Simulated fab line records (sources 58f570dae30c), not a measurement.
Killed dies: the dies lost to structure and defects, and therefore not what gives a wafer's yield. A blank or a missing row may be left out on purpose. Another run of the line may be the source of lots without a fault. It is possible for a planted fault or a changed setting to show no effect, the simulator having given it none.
Which of the tools did it? | flow berkeley cmos170 | 14 lots with 42 wafers sampled at 3 steps, on a route of 331 steps

WHAT THE GAUGES READ, wafer by wafer
UCB170_NLDD_TW_MEAS_11. Usual: NLDD_TW 2203, standard deviation 19.
lot  | measured     | on            | NLDD_TW        | flag
L861 | day 6 03:41  | film metro-03 | 2236 2240 2237 |
L862 | day 6 19:54  | film metro-04 | 2200 2207 2223 |
L863 | day 7 06:43  | film metro-02 | 2233 2228 2233 |
L865 | day 7 06:56  | film metro-02 | 2228 2238 2240 |
L864 | day 7 07:29  | film metro-02 | 2233 2241 2231 |
L867 | day 8 04:59  | film metro-04 | 2182 2185 2175 |
L868 | day 8 10:54  | film metro-04 | 2184 2187 2189 |
L869 | day 8 11:32  | film metro-03 | 2222 2221 2222 |
L871 | day 8 20:08  | film metro-04 | 2192 2181 2191 |
L876 | day 10 06:52 | film metro-03 | 2305 2321 2315 | OFF
L883 | day 10 20:23 | film metro-04 | 2186 2203 2206 |
L881 | day 10 20:31 | film metro-03 | 2288 2313 2296 | OFF
L882 | day 10 20:38 | film metro-02 | 2211 2194 2203 |
L884 | day 11 05:26 | film metro-04 | 2195 2200 2189 |

UCB170_SDANNEAL_RS_MEAS_05: a four-point-probe measurement. Usual: NLDD_RS 615.4 ohm/sq, standard deviation 1.4.
lot  | measured     | on            | NLDD_RS (ohm/sq)  | flag
L861 | day 6 13:23  | film metro-02 | 615.4 613.8 614.9 |
L862 | day 7 06:01  | film metro-04 | 615.8 615.2 613.7 |
L863 | day 7 17:41  | film metro-04 | 616.2 618.0 615.8 |
L865 | day 7 17:51  | film metro-03 | 614.2 613.7 614.3 |
L864 | day 7 17:59  | film metro-02 | 611.4 612.7 614.4 |
L867 | day 8 13:29  | film metro-03 | 617.1 618.5 616.6 |
L868 | day 8 21:07  | film metro-02 | 616.3 617.3 617.1 |
L869 | day 8 21:21  | film metro-04 | 615.6 617.5 616.0 |
L871 | day 9 07:29  | film metro-04 | 615.7 616.6 616.2 |
L876 | day 10 17:07 | film metro-04 | 578.9 575.4 575.7 | OFF
L883 | day 11 08:44 | film metro-02 | 616.5 616.7 615.4 |
L881 | day 11 08:53 | film metro-03 | 576.5 574.2 575.7 | OFF
L882 | day 11 08:50 | film metro-04 | 615.1 615.3 614.7 |
L884 | day 11 16:00 | film metro-02 | 615.4 613.6 615.5 |

WHICH TOOL RAN EACH LOT (tool, then ch and the chambers of the sampled wafers, then the start)
lot  | UCB170_NLDD_IMPLANT_08
L861 | implanter-01 ch 0, day 6 03:17
L862 | implanter-04 ch 0, day 6 19:30
L863 | implanter-01 ch 0, day 7 06:19
L865 | implanter-02 ch 0, day 7 06:32
L864 | implanter-01 ch 0, day 7 07:05
L867 | implanter-04 ch 0, day 8 04:36
L868 | implanter-01 ch 0, day 8 10:31
L869 | implanter-01 ch 0, day 8 11:10
L871 | implanter-01 ch 0, day 8 19:46
L876 | implanter-01 ch 0, day 10 06:28
L883 | implanter-02 ch 0, day 10 20:01
L881 | implanter-01 ch 0, day 10 20:07
L882 | implanter-04 ch 0, day 10 20:14
L884 | implanter-02 ch 0, day 11 05:02
- UCB170_NLDD_IMPLANT_08

WHAT THE TOOLS THEMSELVES READ (means of the sampled wafers that have a number; where no wafer has one, the mark that the record gives instead)
UCB170_NLDD_IMPLANT_08. Usual: beam energy keV at 30.001, with a standard deviation of 0.0088.
lot  | tool         | beam energy keV | flag
L861 | implanter-01 | 30.010          |
L862 | implanter-04 | 30.006          |
L863 | implanter-01 | 30.007          |
L865 | implanter-02 | 29.995          |
L864 | implanter-01 | 30.005          |
L867 | implanter-04 | 29.998          |
L868 | implanter-01 | 29.986          |
L869 | implanter-01 | 29.999          |
L871 | implanter-01 | 29.996          |
L876 | implanter-01 | 40.505          | OFF
L883 | implanter-02 | 30.007          |
L881 | implanter-01 | 40.499          | OFF
L882 | implanter-04 | 29.995          |
L884 | implanter-02 | 30.005          |

THE ANSWER, worked out from the rows above alone
Rule: lot off if the mean of its wafers having a number is beyond 3 standard deviations from the usual mean. A lot without any number at a reading at which 4 lots or more have one is off too. Any other lot the step has rows for is counted as sound. The gauges are gone through in route order, then the tools' own readings, and for those a lot's mean is taken as printed above. At the first step where some lot is off, the reading lying furthest off is the one used; lots without a number count as furthest.
Off: L876, L881, at UCB170_NLDD_TW_MEAS_11 (NLDD_TW).
A tool fits if, at a process step before that reading, it ran every lot that is off, and no sound lot after the first of them. Not tried: the gauges at UCB170_NLDD_TW_MEAS_11; whatever is off there is also off at UCB170_NLDD_IMPLANT_08, on other tools, and gauge error can't account for it. One fits: implanter-01 at UCB170_NLDD_IMPLANT_08. Its last sound lot is L871 (day 8 19:46), its first lot that is off L876 (day 10 06:28): a fault that began between those two fits.
The tool's own readings at UCB170_NLDD_IMPLANT_08 bear it out: on the lots that are off they differ by more than 5 times the standard deviation of the sound lots' means. beam energy keV reads 40.502 there against 30.001 on the sound lots.

WHAT WAS PUT IN BY THE SIMULATOR
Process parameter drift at UCB170_NLDD_IMPLANT_08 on implanter-01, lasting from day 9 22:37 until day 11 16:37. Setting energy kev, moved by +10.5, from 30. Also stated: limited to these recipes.
Lots struck among those shown: L876, L881. The rule above reached the same finding.
